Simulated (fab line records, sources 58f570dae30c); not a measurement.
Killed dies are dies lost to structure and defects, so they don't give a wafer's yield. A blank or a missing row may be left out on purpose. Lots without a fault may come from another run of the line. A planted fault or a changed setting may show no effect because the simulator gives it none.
A struck lot beside a sound one | flow berkeley_cmos170 | 32 steps out of a route of 331
Sound: wafers L601.1, L601.4, L601.6. Struck: wafers L611.2, L611.3, L611.5. The cause comes at the end.
At each step with rows: each side's tool, then ch and its chambers, then its first start. Under that, the readings that differ: sound wafers | struck wafers | difference of the means | sigmas: that difference in standard deviations of wafers without a fault.
alike: readings whose means differ by less than 2 such deviations, and words and numbers that are the same on both sides. not compared: withheld readings, readings that some wafer has no value for, bounds like >300 that may hide the same value, and numbers for which the record gives no deviation and whose values overlap.
The two part at a step that has a row with sigmas, a row that says differs or no value, or rows on one side only. Numbers that don't overlap but have no deviation are shown without sigmas and don't part them. A reading that every wafer of one side lacks parts them only if that side has two wafers or more.

first, 6 steps without rows for these wafers: UCB170_V2_HMDS_06 (prime time 60 s); UCB170_V2_COAT_07 (resist thk 900 nm); UCB170_V2_SOFTBAKE_08 (time 60 s); UCB170_V2_EXPOSE_09 (exposes mask VIA2, target cd 700 nm); UCB170_V2_PEB_10; UCB170_V2_DEVELOP_11 (develop time 45 s).
UCB170_V2_CD_MEAS_12: target cd 700 nm.
  sound on cd_sem-01, day 8 14:01; struck on cd_sem-01, day 10 17:22
  reading    | sound             | struck            | difference | sigmas
  cd_nm (nm) | 698.3 698.1 698.2 | 704.0 702.6 704.6 | +5.5       | +3
UCB170_V2_OVL_MEAS_13:
  sound on overlay-02, day 8 14:08; struck on overlay-01, day 10 17:28
  alike: V2_OVL
UCB170_V2_ETCH_14: etches SiO2 in CHF3/CF4/Ar, stops on Al, target depth 1250 nm, time 291 s.
  sound on rie_diel-01 ch 0,3, day 8 14:11; struck on rie_diel-01 ch 0,1,2, day 10 17:30
  alike: drypump_motor_current_A, oes_product_au, throttle_valve_pct
  not compared: rf_hours_counter_h
UCB170_V2_STRIP_15: strips in O2.
  sound on plasma_asher-02 ch 0,1, day 8 14:21; struck on plasma_asher-03 ch 0,1, day 10 17:41
  alike: drypump_motor_current_A, oes_product_au, strip_time_to_endpoint_s
  not compared: rf_hours_counter_h
UCB170_V2_CD_MEAS_90: target cd 700 nm.
  sound on cd_sem-01, day 8 14:27; struck on cd_sem-01, day 10 17:52
  reading    | sound             | struck            | difference | sigmas
  cd_nm (nm) | 699.3 698.6 698.3 | 705.2 704.3 703.9 | +5.7       | +3
then, 1 step without rows for these wafers: UCB170_M3_PRE_CLEAN_00 (preclean etch time 60 s).
UCB170_M3_SPUTTER_01: material Al, target thk 900 nm, time 120 s.
  sound on pvd_sputter-04, day 8 14:38; struck on pvd_sputter-04, day 10 18:02
  alike: throttle_valve_pct
UCB170_M3_RS_MEAS_02: measures by four-point-probe.
  sound on film_metro-04, day 8 14:43; struck on film_metro-04, day 10 18:08
  reading           | sound                | struck               | difference | sigmas
  M3_AL_RS (ohm/sq) | 0.0327 0.0317 0.0317 | 0.0402 0.0408 0.0417 | +0.0089    | +22
UCB170_M3_THK_MEAS_03: measures by xrf.
  sound on film_metro-04, day 8 14:50; struck on film_metro-04, day 10 18:15
  reading        | sound       | struck      | difference | sigmas
  M3_AL_THK (nm) | 885 909 906 | 766 756 740 | -146       | -13
then, 3 steps without rows for these wafers: UCB170_M3_HMDS_04 (prime time 60 s); UCB170_M3_COAT_05 (resist thk 900 nm); UCB170_M3_SOFTBAKE_06 (time 60 s).
UCB170_M3_STRIP_07: strips in O2.
  sound on plasma_asher-01 ch 0,1, day 8 15:21; struck on plasma_asher-03 ch 0,1, day 10 18:48
  alike: drypump_motor_current_A, oes_product_au, strip_time_to_endpoint_s
  not compared: rf_hours_counter_h
then, 7 steps without rows for these wafers: UCB170_M3_STRIP_08 (strips KrF in DMSO, time 600 s); UCB170_M3_COAT_09; UCB170_M3_COAT_10 (resist thk 900 nm); UCB170_M3_SOFTBAKE_11 (time 60 s); UCB170_M3_EXPOSE_12 (exposes mask METAL3, target cd 700 nm); UCB170_M3_PEB_13; UCB170_M3_DEVELOP_14 (develop time 45 s).
UCB170_M3_CD_MEAS_15: target cd 700 nm.
  sound on cd_sem-01, day 8 20:30; struck on cd_sem-01, day 10 22:42
  alike: cd_nm
UCB170_M3_OVL_MEAS_16:
  sound on overlay-02, day 8 20:37; struck on overlay-01, day 10 22:48
  alike: M3_OVL
UCB170_M3_ETCH_17: etches BARC in N2/H2.
  sound on rie_diel-04 ch 0,2,3, day 8 20:39; struck on rie_diel-04 ch 1,2, day 10 22:50
  alike: drypump_motor_current_A, h2_flow_sccm, oes_product_au, throttle_valve_pct
UCB170_M3_METAL_ETCH_18: etches Al in Cl2/BCl3, stops on SiO2, target depth 1170 nm, time 195 s.
  sound on rie_metal-03 ch 0,1, day 8 20:41; struck on rie_metal-02 ch 0,1, day 10 22:53
  reading               | sound             | struck            | difference | sigmas
  mfc_cl2_sccm (sccm)   | 90.29 90.59 90.92 | 90.12 89.80 89.69 | -0.73      | -3
  oes_product_au (a.u.) | 0.839 0.863 0.872 | 0.773 0.784 0.777 | -0.080     | -7
  alike: drypump_motor_current_A, throttle_valve_pct
  not compared: rf_hours_counter_h
UCB170_M3_STRIP_19: strips in O2.
  sound on plasma_asher-03 ch 0,1, day 8 20:53; struck on plasma_asher-03 ch 0,1, day 10 23:04
  reading               | sound             | struck            | difference | sigmas
  oes_product_au (a.u.) | 0.546 0.589 0.588 | 0.519 0.525 0.512 | -0.056     | -3
  alike: drypump_motor_current_A
  not compared: rf_hours_counter_h
UCB170_M3_PROBE_99:
  the record has rows for the struck wafers here (prober-02, day 10 23:41) and none for the sound ones

WHERE THEY PART
First at UCB170_V2_CD_MEAS_12; last, within this record, at UCB170_M3_PROBE_99.

WHY: what the simulator had put in
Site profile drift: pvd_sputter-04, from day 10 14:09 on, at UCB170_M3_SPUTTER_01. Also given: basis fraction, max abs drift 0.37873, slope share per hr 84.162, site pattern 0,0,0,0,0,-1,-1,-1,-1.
